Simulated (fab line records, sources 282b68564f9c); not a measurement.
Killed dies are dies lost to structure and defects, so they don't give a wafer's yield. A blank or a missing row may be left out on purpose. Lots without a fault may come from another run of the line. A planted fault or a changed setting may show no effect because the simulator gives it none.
Which tool did it? | flow rit_cmos | 13 lots, 39 wafers sampled, at 5 steps of a route of 202

WHAT THE GAUGES READ, wafer by wafer
RIT_ACTIVE_CD_MEAS_11: target cd 1400 nm.
lot  | measured    | on        | cd_nm (nm)
L873 | day 1 15:59 | cd_sem-02 | 1398.7 1400.6 1400.2
L874 | day 1 19:35 | cd_sem-01 | 1399.5 1400.6 1402.0
L875 | day 2 01:16 | cd_sem-01 | 1399.2 1401.6 1398.7
L876 | day 2 05:58 | cd_sem-01 | 1404.4 1406.1 1405.3
L877 | day 2 12:22 | cd_sem-01 | 1400.9 1399.0 1398.0
L878 | day 2 15:44 | cd_sem-01 | 1401.1 1401.6 1400.7
L881 | day 3 06:56 | cd_sem-01 | 1399.5 1399.8 1398.0
L882 | day 3 12:37 | cd_sem-02 | 1397.9 1394.2 1396.8
L883 | day 3 17:44 | cd_sem-01 | 1403.4 1403.3 1401.1
L885 | day 4 02:59 | cd_sem-01 | 1400.1 1401.8 1400.5
L889 | day 4 23:26 | cd_sem-01 | 1379.4 1394.8 1378.8
L891 | day 5 08:26 | cd_sem-01 | 1400.9 1402.9 1400.7
L896 | day 6 11:03 | cd_sem-01 | 1404.1 1402.2 1401.8

RIT_WELLDRIVE_RS_MEAS_02: measures by four-point-probe.
lot  | measured    | on            | PWELL_RS (ohm/sq)
L873 | day 2 07:12 | film_metro-02 | 432.7 432.0 431.5
L874 | day 2 11:20 | film_metro-02 | 428.5 428.1 427.7
L875 | day 2 16:23 | film_metro-03 | 430.5 429.5 430.4
L876 | day 2 21:40 | film_metro-03 | 429.3 429.3 429.2
L877 | day 3 02:13 | film_metro-03 | 430.5 430.4 430.5
L878 | day 3 11:07 | film_metro-02 | 429.9 430.8 429.8
L881 | day 3 23:40 | film_metro-02 | 426.6 428.2 426.6
L882 | day 4 04:43 | film_metro-01 | 427.2 426.6 426.4
L883 | day 4 08:38 | film_metro-01 | 430.0 431.5 429.8
L885 | day 4 19:05 | film_metro-03 | 429.0 429.6 429.4
L889 | day 5 14:14 | film_metro-01 | 429.8 428.1 428.0
L891 | day 6 01:07 | film_metro-01 | 431.3 431.5 431.7
L896 | day 7 00:35 | film_metro-03 | 432.7 432.0 431.4

RIT_PRETRO_OVL_MEAS_06.
lot  | measured    | on         | PRETRO_OVL (nm)
L873 | day 2 10:00 | overlay-02 | 1.0 -0.7 -0.2
L874 | day 2 14:07 | overlay-02 | 2.0 0.0 2.0
L875 | day 2 19:10 | overlay-02 | 2.3 0.8 0.4
L876 | day 3 05:19 | overlay-01 | 2.1 4.6 3.3
L877 | day 3 07:22 | overlay-01 | 1.8 1.9 1.7
L878 | day 3 13:59 | overlay-01 | -1.3 0.3 -0.8
L881 | day 4 02:22 | overlay-02 | -1.4 -1.7 0.1
L882 | day 4 07:17 | overlay-02 | 2.4 3.0 2.4
L883 | day 4 11:19 | overlay-02 | 3.1 3.6 0.9
L885 | day 4 22:04 | overlay-01 | -0.6 1.0 -0.2
L889 | day 5 16:53 | overlay-01 | 2.0 2.2 0.7
L891 | day 6 03:48 | overlay-02 | 1.8 1.7 1.4
L896 | day 7 03:52 | overlay-02 | 0.0 -0.9 -1.3

WHICH TOOL RAN EACH LOT (tool, then ch and the chambers of the sampled wafers, then the start)
lot  | RIT_ACTIVE_EXPOSE_08               | RIT_NWELL_STRIP_09
L873 | iline_stepper-01 ch 0, day 1 15:35 | plasma_asher-03 ch 0,1, day 2 00:05
L874 | iline_stepper-02 ch 0, day 1 19:11 | plasma_asher-01 ch 0,1, day 2 03:47
L875 | iline_stepper-02 ch 0, day 2 00:52 | plasma_asher-03 ch 0,1, day 2 08:38
L876 | iline_stepper-01 ch 0, day 2 05:34 | plasma_asher-01 ch 0,1, day 2 13:41
L877 | iline_stepper-02 ch 0, day 2 11:58 | plasma_asher-02 ch 0,1, day 2 18:43
L878 | iline_stepper-02 ch 0, day 2 15:20 | plasma_asher-01 ch 0,1, day 2 22:36
L881 | iline_stepper-01 ch 0, day 3 06:17 | plasma_asher-02 ch 0,1, day 3 15:29
L882 | iline_stepper-02 ch 0, day 3 12:13 | plasma_asher-03 ch 0,1, day 3 20:37
L883 | iline_stepper-02 ch 0, day 3 17:20 | plasma_asher-02 ch 0,1, day 4 00:47
L885 | iline_stepper-02 ch 0, day 4 02:35 | plasma_asher-02 ch 0,1, day 4 11:52
L889 | iline_stepper-02 ch 0, day 4 23:02 | plasma_asher-01 ch 0,1, day 5 06:52
L891 | iline_stepper-01 ch 0, day 5 08:02 | plasma_asher-01 ch 0,1, day 5 17:10
L896 | iline_stepper-01 ch 0, day 6 10:39 | plasma_asher-01 ch 0,1, day 6 17:35
- RIT_ACTIVE_EXPOSE_08: exposes mask M1, target cd 1400 nm.
- RIT_NWELL_STRIP_09: strips in O2, time 180 s.

WHAT THE TOOLS THEMSELVES READ (means of the sampled wafers that have a number; where no wafer has one, the mark that the record gives instead)
RIT_ACTIVE_EXPOSE_08.
lot  | tool             | exposure_dose_mJ_cm2
L873 | iline_stepper-01 | 224.86
L874 | iline_stepper-02 | 225.07
L875 | iline_stepper-02 | 225.12
L876 | iline_stepper-01 | 224.92
L877 | iline_stepper-02 | 225.05
L878 | iline_stepper-02 | 224.70
L881 | iline_stepper-01 | 224.77
L882 | iline_stepper-02 | 224.92
L883 | iline_stepper-02 | 225.14
L885 | iline_stepper-02 | 224.76
L889 | iline_stepper-02 | 223.44
L891 | iline_stepper-01 | 224.90
L896 | iline_stepper-01 | 224.99

RIT_NWELL_STRIP_09.
lot  | tool            | drypump_motor_current_A (A)
L873 | plasma_asher-03 | 5.3
L874 | plasma_asher-01 | 6.0
L875 | plasma_asher-03 | 5.4
L876 | plasma_asher-01 | 5.7
L877 | plasma_asher-02 | 5.7
L878 | plasma_asher-01 | 5.8
L881 | plasma_asher-02 | 5.7
L882 | plasma_asher-03 | 5.3
L883 | plasma_asher-02 | 5.7
L885 | plasma_asher-02 | 5.7
L889 | plasma_asher-01 | 6.0
L891 | plasma_asher-01 | 6.0
L896 | plasma_asher-01 | 6.0

THE ANSWER, worked out from the rows above alone
Rule: what is usual is taken from the lots themselves. Put in order of their means at a reading, lots are off if they are a third of the lots or fewer, leave a main group of 4 or more, and stand apart from it by a gap of 3 or more times the standard deviation of the main group's means; of several such gaps the widest counts. A main group whose means are all the same, to the digits that the tables above print for the reading, isn't used. A lot without any number at a reading at which 4 lots or more have one is off too. The other lots that the step has rows for count as sound. The gauges are gone through in route order, then the tools' own readings, and for those a lot's mean is taken as printed above. The first step at which some lot is off is used, and at that step the reading that is off furthest; a lot without a number counts as furthest.
Off: L889, at RIT_ACTIVE_CD_MEAS_11 (cd_nm). The main group: mean 1400.8 nm, standard deviation 2.1.
A tool fits if, at a process step before that reading, it ran every lot that is off, and no sound lot after the first of them. The gauges at RIT_ACTIVE_CD_MEAS_11 aren't tried: what is off there is off at RIT_ACTIVE_EXPOSE_08 too, on other tools, and a gauge's error can't cause that. One fits: iline_stepper-02 at RIT_ACTIVE_EXPOSE_08. Its last sound lot is L885 (day 4 02:35), its first lot that is off L889 (day 4 23:02): a fault that began between those two fits.
The tool's own readings at RIT_ACTIVE_EXPOSE_08 bear it out: on the lots that are off they differ by more than 5 times the standard deviation of the sound lots' means. exposure_dose_mJ_cm2 reads 223.44 there against 224.93 on the sound lots.

WHAT THE SIMULATOR HAD PUT IN
Process parameter drift: iline_stepper-02, from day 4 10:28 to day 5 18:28, at RIT_ACTIVE_EXPOSE_08. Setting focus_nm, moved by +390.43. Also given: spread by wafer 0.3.
Lots struck among those shown: L889. The rule above found the same.
